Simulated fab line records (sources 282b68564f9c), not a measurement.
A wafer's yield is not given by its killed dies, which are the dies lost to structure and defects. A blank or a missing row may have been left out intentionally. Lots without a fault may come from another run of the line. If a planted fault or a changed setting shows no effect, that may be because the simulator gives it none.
fab line records | flow ritCmos | part 1 of 2: steps 1 to 33 of 46
record: lots: 5 wafers: 15 lastDay: 6
route steps=202 shown ACTIVE@17 FOX1@20 FOX2@23 NWELL@28 PWELL@39 WELLDRIVE@50 NRETRO@53
lots that met no fault: taken from a fault-free run of the same line
startH: hours from the record's opening day to when the first of the lot's shown wafers began | waitH: how many hours have passed since the lot's step before this one | " identical to the entry in the row above | L1.1+2: one row covering several wafers at once | - no value, or no start given | * or withheld: withheld | < > ~ a bound
route shown NAME@n: NAME is a module with steps in the file, n the number in the route of the first one | usual: mean and standard deviation over wafers with no fault | same: alike in all rows | chamber/n: place in a boat | sites: per-site readings | _std_site: standard deviation across them | _edge_site: the outer-site mean with the inner-site mean subtracted | radiusMm: for every site, how far away it sits from the centre of the wafer | mask NAME#n: copy n | behind: tool/chamber where the wafer was last shaped | hold: why the lot was held/for how many hours/how that ended | device: names the non-switching transistor (n, p or np) | end of line: the tests these same wafers got at the end of their route | a step given without rows: its recipe and nothing more | killed: at the first sort, the dies lost to defects and structure; wafer yield is something else | map: a wafer's dies, marking killed ones x, the rest . and places with no die _
set.NAME: the setting the step ran with; set.NAME@STEP: the setting that earlier step ran with | model.NAME: the simulator's own value behind a step, which no gauge read
lots at selected steps of the route; one table per step, one row per wafer
services: from which hour (startH, from the record's first day; less than 0 if before it) a tool's chamber was out of use, for how many hours, and why
== steps ==
step: RIT_ACTIVE_CLEAN_15
recipe: chemistry: SC1 mix: 3:3:50 timeS: 600 tempC: 75
usual: tempC: 74.98/0.13
columns lot.wafer tool chamber startH waitH tempC
L084.1 wetBench-02 1 67.14 0.1 74.83
L084.5 " 1 " " 74.90
L084.6 " 1 " " 75.02
L086.1 wetBench-03 1 76.11 0.1 75.10
L086.3 " 1 " " 74.89
L086.6 " 1 " " 75.10
L088.1 wetBench-03 2 86.59 0.1 74.98
L088.4 " 2 " " 75.11
L088.5 " 2 " " 74.88
L089.3 wetBench-02 3 90.66 0.1 74.80
L089.4 " 3 " " 74.83
L089.5 " 3 " " 74.92
L092.2 wetBench-03 3 105.40 0.1 75.08
L092.4 " 3 " " 75.04
L092.5 " 3 " " 75.00
step: RIT_ACTIVE_CLEAN_16
recipe: chemistry: dHF dilution: 50:1 timeS: 30
columns lot.wafer tool chamber startH waitH
L084.1+5+6 wetBench-01 1 67.31 0.0
L086.1+3+6 wetBench-01 2 76.30 0.0
L088.1+4+5 wetBench-02 3 86.76 0.0
L089.3+4+5 wetBench-03 2 90.83 0.0
L092.2+4+5 wetBench-03 1 105.58 0.0
step: RIT_ACTIVE_CLEAN_17
recipe: chemistry: SC2 mix: 3:3:50 timeS: 600 tempC: 75 dry: n2Spin
usual: tempC: 75.00/0.12
columns lot.wafer tool chamber startH waitH tempC
L084.1 wetBench-03 1 67.33 0.0 74.85
L084.5 " 1 " " 74.83
L084.6 " 1 " " 74.89
L086.1 wetBench-03 2 76.32 0.0 74.82
L086.3 " 2 " " 74.94
L086.6 " 2 " " 74.85
L088.1 wetBench-03 1 86.78 0.0 75.04
L088.4 " 1 " " 74.91
L088.5 " 1 " " 75.02
L089.3 wetBench-01 2 90.85 0.0 74.90
L089.4 " 2 " " 75.01
L089.5 " 2 " " 74.95
L092.2 wetBench-03 3 105.59 0.0 75.32
L092.4 " 3 " " 75.09
L092.5 " 3 " " 75.09
step: RIT_FOX1_OXIDATION_00
recipe: tempC: 1100 ambient: H2O targetThkA: 3507 pH2oTorr: 720 oxTimeS: 1130
columns lot.wafer tool chamber startH waitH
L084.1+5+6 furnace-01 0 67.70 0.2
L086.1+3+6 furnace-01 0 76.77 0.3
L088.1+4+5 furnace-04 0 87.45 0.5
L089.3+4+5 furnace-03 0 92.86 1.8
L092.2+4+5 furnace-03 0 108.31 2.5
step: RIT_FOX1_THK_MEAS_01
recipe: reads: SiO2_of_FOX1_OXIDATION_00
usual: FOX1_OXIDE_THK: 351/6.3
columns lot.wafer tool chamber startH waitH FOX1_OXIDE_THK[nm]
L084.1 filmMetro-04 - 69.02 0.0 347
L084.5 " - " " 348
L084.6 " - " " 348
L086.1 filmMetro-03 - 78.08 0.0 347
L086.3 " - " " 349
L086.6 " - " " 353
L088.1 filmMetro-01 - 88.76 0.0 353
L088.4 " - " " 345
L088.5 " - " " 354
L089.3 filmMetro-04 - 94.19 0.0 337
L089.4 " - " " 335
L089.5 " - " " 336
L092.2 filmMetro-01 - 109.64 0.0 346
L092.4 " - " " 351
L092.5 " - " " 339
step: RIT_FOX1_WET_ETCH_02
recipe: chemistry: BOE targetDepthNm: 350 timeS: 390 tempC: 21.5 dry: n2Spin dilution: 10:1 target: SiO2
usual: tempC: 21.48/0.11
columns lot.wafer tool chamber startH waitH tempC
L084.1 wetBench-04 2 69.08 0.1 21.63
L084.5 " 2 " " 21.58
L084.6 " 2 " " 21.48
L086.1 wetBench-04 3 78.14 0.1 21.51
L086.3 " 3 " " 21.51
L086.6 " 3 " " 21.65
L088.1 wetBench-03 2 88.82 0.1 21.59
L088.4 " 2 " " 21.32
L088.5 " 2 " " 21.42
L089.3 wetBench-03 3 94.23 0.0 21.53
L089.4 " 3 " " 21.49
L089.5 " 3 " " 21.58
L092.2 wetBench-02 1 109.69 0.0 21.30
L092.4 " 1 " " 21.54
L092.5 " 1 " " 21.43
step: RIT_FOX2_OXIDATION_00
recipe: tempC: 1100 ambient: H2O targetThkA: 3507 pH2oTorr: 720 oxTimeS: 1130
columns lot.wafer tool chamber startH waitH
L084.1+5+6 furnace-03 0 69.64 0.4
L086.1+3+6 furnace-03 0 78.26 0.0
L088.1+4+5 furnace-03 0 89.36 0.4
L089.3+4+5 furnace-04 0 94.35 0.0
L092.2+4+5 furnace-04 0 109.87 0.1
step: RIT_FOX2_THK_MEAS_01
recipe: reads: SiO2_of_FOX2_OXIDATION_00
usual: FOX2_OXIDE_THK: 351/6.4
columns lot.wafer tool chamber startH waitH FOX2_OXIDE_THK[nm]
L084.1 filmMetro-03 - 70.95 0.0 343
L084.5 " - " " 334
L084.6 " - " " 341
L086.1 filmMetro-02 - 79.57 0.0 343
L086.3 " - " " 341
L086.6 " - " " 341
L088.1 filmMetro-04 - 90.68 0.0 345
L088.4 " - " " 348
L088.5 " - " " 349
L089.3 filmMetro-02 - 95.68 0.0 353
L089.4 " - " " 354
L089.5 " - " " 351
L092.2 filmMetro-04 - 111.19 0.0 358
L092.4 " - " " 364
L092.5 " - " " 362
step: RIT_FOX2_CLEAN_02
recipe: chemistry: dHF dilution: 50:1 timeS: 180
columns lot.wafer tool chamber startH waitH
L084.1+5+6 wetBench-04 1 71.01 0.1
L086.1+3+6 wetBench-02 3 79.63 0.1
L088.1+4+5 wetBench-01 3 90.74 0.1
L089.3+4+5 wetBench-01 2 95.72 0.0
L092.2+4+5 wetBench-04 3 111.24 0.0
step: RIT_FOX2_WET_ETCH_03
recipe: chemistry: H3PO4 target: Si3N4 targetDepthNm: 195 tempC: 165 timeS: 2700
usual: tempC: 165.01/0.16
columns lot.wafer tool chamber startH waitH tempC
L084.1 wetBench-01 0 71.07 0.0 164.92
L084.5 " 0 " " 164.95
L084.6 " 0 " " 164.85
L086.1 wetBench-04 2 79.69 0.0 164.88
L086.3 " 2 " " 165.08
L086.6 " 2 " " 165.07
L088.1 wetBench-04 0 90.80 0.0 165.10
L088.4 " 0 " " 164.98
L088.5 " 0 " " 165.08
L089.3 wetBench-04 1 95.78 0.0 165.06
L089.4 " 1 " " 164.98
L089.5 " 1 " " 165.03
L092.2 wetBench-01 1 111.30 0.0 164.68
L092.4 " 1 " " 164.71
L092.5 " 1 " " 165.06
step: RIT_FOX2_THK_MEAS_90
recipe: reads: SiO2_of_FOX2_OXIDATION_00
usual: FIELD_OXIDE_LEFT_1_THK: 324/6.3
columns lot.wafer tool chamber startH waitH FIELD_OXIDE_LEFT_1_THK[nm]
L084.1 filmMetro-03 - 71.83 0.0 317
L084.5 " - " " 307
L084.6 " - " " 314
L086.1 filmMetro-04 - 80.45 0.0 316
L086.3 " - " " 314
L086.6 " - " " 314
L088.1 filmMetro-03 - 91.56 0.0 318
L088.4 " - " " 321
L088.5 " - " " 322
L089.3 filmMetro-04 - 96.56 0.0 326
L089.4 " - " " 327
L089.5 " - " " 324
L092.2 filmMetro-02 - 112.22 0.0 331
L092.4 " - " " 336
L092.5 " - " " 335
step: RIT_NWELL_HMDS_00
recipe: primeTimeS: 60 primeTempC: 140
columns lot.wafer tool chamber startH waitH
L084.1+5+6 lithoTrack-02 0 71.89 0.1
L086.1+3+6 lithoTrack-04 0 80.51 0.1
L088.1+4+5 lithoTrack-03 0 91.62 0.1
L089.3+4+5 lithoTrack-04 0 96.65 0.1
L092.2+4+5 lithoTrack-04 0 112.29 0.1
step: RIT_NWELL_COAT_01
recipe: resist: NOVOLAK spinRpm: 2000 resistThkNm: 1300
usual: dispensePressureKPa: 49/3.8
columns lot.wafer tool chamber startH waitH dispensePressureKPa
L084.1 lithoTrack-02 0 72.04 0.1 52
L084.5 " 0 " " 52
L084.6 " 0 " " 52
L086.1 lithoTrack-04 0 80.66 0.1 43
L086.3 " 0 " " 43
L086.6 " 0 " " 43
L088.1 lithoTrack-03 0 91.77 0.1 50
L088.4 " 0 " " 50
L088.5 " 0 " " 50
L089.3 lithoTrack-04 0 96.80 0.1 43
L089.4 " 0 " " 43
L089.5 " 0 " " 43
L092.2 lithoTrack-04 0 112.44 0.1 43
L092.4 " 0 " " 43
L092.5 " 0 " " 43
step: RIT_NWELL_SOFTBAKE_02
recipe: resist: NOVOLAK tempC: 90 timeS: 60
usual: plateTempC: 90.02/0.13
columns lot.wafer tool chamber startH waitH plateTempC
L084.1 lithoTrack-02 0 72.19 0.1 89.98
L084.5 " 0 " " 89.87
L084.6 " 0 " " 89.73
L086.1 lithoTrack-04 0 80.81 0.1 89.95
L086.3 " 0 " " 89.76
L086.6 " 0 " " 90.17
L088.1 lithoTrack-03 0 91.92 0.1 90.13
L088.4 " 0 " " 89.92
L088.5 " 0 " " 90.00
L089.3 lithoTrack-04 0 96.95 0.1 90.18
L089.4 " 0 " " 90.28
L089.5 " 0 " " 90.17
L092.2 lithoTrack-04 0 112.59 0.1 89.99
L092.4 " 0 " " 89.80
L092.5 " 0 " " 90.05
step: RIT_NWELL_EXPOSE_03
recipe: maskId: M2 na: 0.57 targetCdNm: 43900 doseMj: 250
columns lot.wafer tool chamber startH waitH mask
L084.1+5+6 ilineStepper-01 0 72.34 0.1 M2#0
L086.1+3+6 ilineStepper-02 0 81.09 0.2 M2#0
L088.1+4+5 ilineStepper-02 0 92.07 0.1 M2#0
L089.3+4+5 ilineStepper-01 0 97.21 0.2 M2#0
L092.2+4+5 ilineStepper-02 0 112.74 0.1 M2#0
step: RIT_NWELL_PEB_04
recipe: resist: NOVOLAK tempC: withheld timeS: withheld
columns lot.wafer tool chamber startH waitH
L084.1+5+6 lithoTrack-03 0 72.45 0.1
L086.1+3+6 lithoTrack-03 0 81.20 0.1
L088.1+4+5 lithoTrack-03 0 92.18 0.1
L089.3+4+5 lithoTrack-02 0 97.34 0.1
L092.2+4+5 lithoTrack-03 0 112.86 0.1
step: RIT_NWELL_DEVELOP_05
recipe: resist: NOVOLAK developTimeS: 68 devTempC: 23
columns lot.wafer tool chamber startH waitH
L084.1+5+6 lithoTrack-03 0 - -
L086.1+3+6 lithoTrack-03 0 - -
L088.1+4+5 lithoTrack-03 0 - -
L089.3+4+5 lithoTrack-02 0 - -
L092.2+4+5 lithoTrack-03 0 - -
step: RIT_NWELL_OVL_MEAS_06
usual: NWELL_OVL: -0.3/1.7
columns lot.wafer tool chamber startH waitH NWELL_OVL[nm]
L084.1 overlay-02 - 72.77 - 0.0
L084.5 " - " " -1.8
L084.6 " - " " -0.8
L086.1 overlay-01 - 81.52 - 1.5
L086.3 " - " " 0.1
L086.6 " - " " 0.7
L088.1 overlay-01 - 92.50 - -1.4
L088.4 " - " " -1.7
L088.5 " - " " 0.3
L089.3 overlay-01 - 97.62 - 3.0
L089.4 " - " " 1.5
L089.5 " - " " 2.1
L092.2 overlay-02 - 113.15 - -3.3
L092.4 " - " " -4.1
L092.5 " - " " -3.2
step: RIT_NWELL_HARDBAKE_07
recipe: resist: NOVOLAK tempC: 140 timeS: 120
usual: plateTempC: 140.00/0.13
columns lot.wafer tool chamber startH waitH plateTempC
L084.1 lithoTrack-03 0 72.80 0.0 140.03
L084.5 " 0 " " 140.08
L084.6 " 0 " " 140.26
L086.1 lithoTrack-04 0 81.55 0.0 140.06
L086.3 " 0 " " 139.96
L086.6 " 0 " " 140.11
L088.1 lithoTrack-03 0 92.53 0.0 140.19
L088.4 " 0 " " 139.97
L088.5 " 0 " " 139.92
L089.3 lithoTrack-02 0 97.72 0.1 140.39
L089.4 " 0 " " 140.14
L089.5 " 0 " " 140.08
L092.2 lithoTrack-03 0 113.23 0.1 139.74
L092.4 " 0 " " 139.85
L092.5 " 0 " " 139.87
step: RIT_NWELL_IMPLANT_08
recipe: species: P energyKev: 170 doseCm2: 5e+13 tiltDeg: 7
columns lot.wafer tool chamber startH waitH
L084.1+5+6 implanter-01 0 73.05 0.2
L086.1+3+6 implanter-01 0 81.80 0.2
L088.1+4+5 implanter-04 0 92.78 0.2
L089.3+4+5 implanter-03 0 97.94 0.2
L092.2+4+5 implanter-01 0 113.46 0.2
step: RIT_NWELL_STRIP_09
recipe: chemistry: O2 timeS: 180 resist: NOVOLAK platenTempC: withheld powerW: 500 pressureMtorr: 4000 o2FlowSccm: 4000
usual: drypumpMotorCurrentA: 5.3/0.43 rfReflPowerW: 8.1/1.5
columns lot.wafer tool chamber startH waitH drypumpMotorCurrentA rfHoursCounterH rfReflPowerW
L084.1 plasmaAsher-02 0 73.20 0.1 5.3 29 7.1
L084.5 " 1 " " 5.1 - 8.3
L084.6 " 0 " " 5.3 - 7.0
L086.1 plasmaAsher-01 0 81.95 0.1 5.8 41 8.2
L086.3 " 1 " " 4.8 - 9.3
L086.6 " 1 " " 4.7 - 10.4
L088.1 plasmaAsher-01 0 92.93 0.1 5.8 42 7.6
L088.4 " 0 " " 5.8 - 7.8
L088.5 " 0 " " 5.8 - 7.9
L089.3 plasmaAsher-02 1 98.10 0.1 5.1 - 8.7
L089.4 " 0 " " 5.3 - 7.2
L089.5 " 1 " " 5.1 - 8.6
L092.2 plasmaAsher-04 0 113.58 0.1 5.3 47 5.5
L092.4 " 1 " " 6.1 - 9.5
L092.5 " 0 " " 5.3 - 5.1
step: RIT_NWELL_TW_MEAS_10
usual: NWELL_TW: 2141/12
columns lot.wafer tool chamber startH waitH NWELL_TW
L084.1 filmMetro-01 - 73.38 0.1 2142
L084.5 " - " " 2139
L084.6 " - " " 2150
L086.1 filmMetro-02 - 82.13 0.1 2165
L086.3 " - " " 2140
L086.6 " - " " 2148
L088.1 filmMetro-02 - 93.11 0.1 2142
L088.4 " - " " 2135
L088.5 " - " " 2141
L089.3 filmMetro-01 - 98.24 0.1 2154
L089.4 " - " " 2142
L089.5 " - " " 2131
L092.2 filmMetro-01 - 113.77 0.1 2155
L092.4 " - " " 2144
L092.5 " - " " 2150
step: RIT_PWELL_HMDS_00
recipe: primeTimeS: 60 primeTempC: 140
columns lot.wafer tool chamber startH waitH
L084.1+5+6 lithoTrack-03 0 73.44 0.1
L086.1+3+6 lithoTrack-01 0 82.32 0.2
L088.1+4+5 lithoTrack-01 0 93.17 0.1
L089.3+4+5 lithoTrack-01 0 98.33 0.1
L092.2+4+5 lithoTrack-01 0 113.84 0.1
step: RIT_PWELL_COAT_01
recipe: resist: NOVOLAK spinRpm: 2000 resistThkNm: 1300
usual: dispensePressureKPa: 50/6.2
columns lot.wafer tool chamber startH waitH dispensePressureKPa
L084.1 lithoTrack-03 0 73.59 0.1 50
L084.5 " 0 " " 50
L084.6 " 0 " " 50
L086.1 lithoTrack-01 0 82.47 0.1 57
L086.3 " 0 " " 57
L086.6 " 0 " " 57
L088.1 lithoTrack-01 0 93.32 0.1 57
L088.4 " 0 " " 57
L088.5 " 0 " " 57
L089.3 lithoTrack-01 0 98.48 0.1 57
L089.4 " 0 " " 57
L089.5 " 0 " " 57
L092.2 lithoTrack-01 0 113.99 0.1 57
L092.4 " 0 " " 57
L092.5 " 0 " " 57
step: RIT_PWELL_SOFTBAKE_02
recipe: resist: NOVOLAK tempC: 90 timeS: 60
usual: plateTempC: 89.96/0.11
columns lot.wafer tool chamber startH waitH plateTempC
L084.1 lithoTrack-03 0 73.74 0.1 89.84
L084.5 " 0 " " 89.99
L084.6 " 0 " " 89.93
L086.1 lithoTrack-01 0 82.62 0.1 89.90
L086.3 " 0 " " 90.13
L086.6 " 0 " " 90.07
L088.1 lithoTrack-01 0 93.47 0.1 89.81
L088.4 " 0 " " 89.97
L088.5 " 0 " " 90.13
L089.3 lithoTrack-01 0 98.63 0.1 89.98
L089.4 " 0 " " 89.97
L089.5 " 0 " " 90.07
L092.2 lithoTrack-01 0 114.14 0.1 89.96
L092.4 " 0 " " 89.97
L092.5 " 0 " " 90.01
step: RIT_PWELL_EXPOSE_03
recipe: maskId: M3 na: 0.57 targetCdNm: 43700 doseMj: 250
columns lot.wafer tool chamber startH waitH mask
L084.1+5+6 ilineStepper-02 0 74.01 0.2 M3#0
L086.1+3+6 ilineStepper-02 0 82.77 0.1 M3#0
L088.1+4+5 ilineStepper-02 0 93.74 0.2 M3#0
L089.3+4+5 ilineStepper-01 0 98.89 0.2 M3#0
L092.2+4+5 ilineStepper-02 0 114.29 0.1 M3#0
step: RIT_PWELL_PEB_04
recipe: resist: NOVOLAK tempC: withheld timeS: withheld
columns lot.wafer tool chamber startH waitH
L084.1+5+6 lithoTrack-03 0 74.13 0.1
L086.1+3+6 lithoTrack-04 0 82.92 0.1
L088.1+4+5 lithoTrack-04 0 93.86 0.1
L089.3+4+5 lithoTrack-04 0 99.02 0.1
L092.2+4+5 lithoTrack-01 0 114.41 0.1
step: RIT_PWELL_DEVELOP_05
recipe: resist: NOVOLAK developTimeS: 68 devTempC: 23
columns lot.wafer tool chamber startH waitH
L084.1+5+6 lithoTrack-03 0 - -
L086.1+3+6 lithoTrack-04 0 - -
L088.1+4+5 lithoTrack-04 0 - -
L089.3+4+5 lithoTrack-04 0 - -
L092.2+4+5 lithoTrack-01 0 - -
step: RIT_PWELL_OVL_MEAS_06
usual: PWELL_OVL: 0.2/1.7
columns lot.wafer tool chamber startH waitH PWELL_OVL[nm]
L084.1 overlay-01 - 74.44 - -1.2
L084.5 " - " " 2.4
L084.6 " - " " 2.1
L086.1 overlay-02 - 83.23 - -0.4
L086.3 " - " " 0.1
L086.6 " - " " -1.0
L088.1 overlay-01 - 94.17 - 0.9
L088.4 " - " " 0.4
L088.5 " - " " 1.6
L089.3 overlay-01 - 99.29 - -1.2
L089.4 " - " " 0.0
L089.5 " - " " -0.6
L092.2 overlay-01 - 114.70 - 1.4
L092.4 " - " " -2.0
L092.5 " - " " -1.7
step: RIT_PWELL_HARDBAKE_07
recipe: resist: NOVOLAK tempC: 140 timeS: 120
usual: plateTempC: 139.98/0.14
columns lot.wafer tool chamber startH waitH plateTempC
L084.1 lithoTrack-04 0 74.48 0.0 139.89
L084.5 " 0 " " 139.90
L084.6 " 0 " " 140.01
L086.1 lithoTrack-01 0 83.37 0.1 139.94
L086.3 " 0 " " 139.94
L086.6 " 0 " " 139.96
L088.1 lithoTrack-04 0 94.21 0.0 140.07
L088.4 " 0 " " 140.05
L088.5 " 0 " " 140.19
L089.3 lithoTrack-04 0 99.40 0.1 140.17
L089.4 " 0 " " 140.07
L089.5 " 0 " " 139.86
L092.2 lithoTrack-04 0 114.78 0.1 140.17
L092.4 " 0 " " 140.42
L092.5 " 0 " " 140.11
step: RIT_PWELL_IMPLANT_08
recipe: species: B energyKev: 170 doseCm2: 7e+13 tiltDeg: 7
columns lot.wafer tool chamber startH waitH
L084.1+5+6 implanter-04 0 74.73 0.2
L086.1+3+6 implanter-04 0 83.62 0.2
L088.1+4+5 implanter-03 0 94.46 0.2
L089.3+4+5 implanter-04 0 99.62 0.2
L092.2+4+5 implanter-02 0 115.01 0.2
step: RIT_PWELL_STRIP_09
recipe: chemistry: O2 timeS: 180 resist: NOVOLAK platenTempC: withheld powerW: 500 pressureMtorr: 4000 o2FlowSccm: 4000
usual: drypumpMotorCurrentA: 5.5/0.39 rfReflPowerW: 7.6/1.3
columns lot.wafer tool chamber startH waitH drypumpMotorCurrentA rfHoursCounterH rfReflPowerW
L084.1 plasmaAsher-02 1 74.88 0.1 5.1 29 8.0
L084.5 " 1 " " 5.1 - 8.2
L084.6 " 0 " " 5.3 - 6.8
L086.1 plasmaAsher-03 0 83.77 0.1 5.2 46 6.2
L086.3 " 0 " " 5.3 - 6.1
L086.6 " 1 " " 6.1 - 9.4
L088.1 plasmaAsher-04 1 94.61 0.1 6.1 44 9.2
L088.4 " 0 " " 5.3 - 5.3
L088.5 " 0 " " 5.3 - 5.3
L089.3 plasmaAsher-03 1 99.78 0.1 6.1 - 8.9
L089.4 " 0 " " 5.2 - 6.4
L089.5 " 1 " " 6.1 - 9.3
L092.2 plasmaAsher-02 0 115.13 0.1 5.2 34 7.0
L092.4 " 1 " " 5.2 - 8.4
L092.5 " 0 " " 5.3 - 7.7
step: RIT_PWELL_TW_MEAS_10
usual: PWELL_TW: 951/5.2
columns lot.wafer tool chamber startH waitH PWELL_TW
L084.1 filmMetro-02 - 75.06 0.1 958
L084.5 " - " " 953
L084.6 " - " " 952
L086.1 filmMetro-04 - 83.95 0.1 943
L086.3 " - " " 940
L086.6 " - " " 937
L088.1 filmMetro-01 - 94.78 0.1 950
L088.4 " - " " 948
L088.5 " - " " 952
L089.3 filmMetro-01 - 99.91 0.1 954
L089.4 " - " " 945
L089.5 " - " " 948
L092.2 filmMetro-04 - 115.32 0.1 946
L092.4 " - " " 948
L092.5 " - " " 949
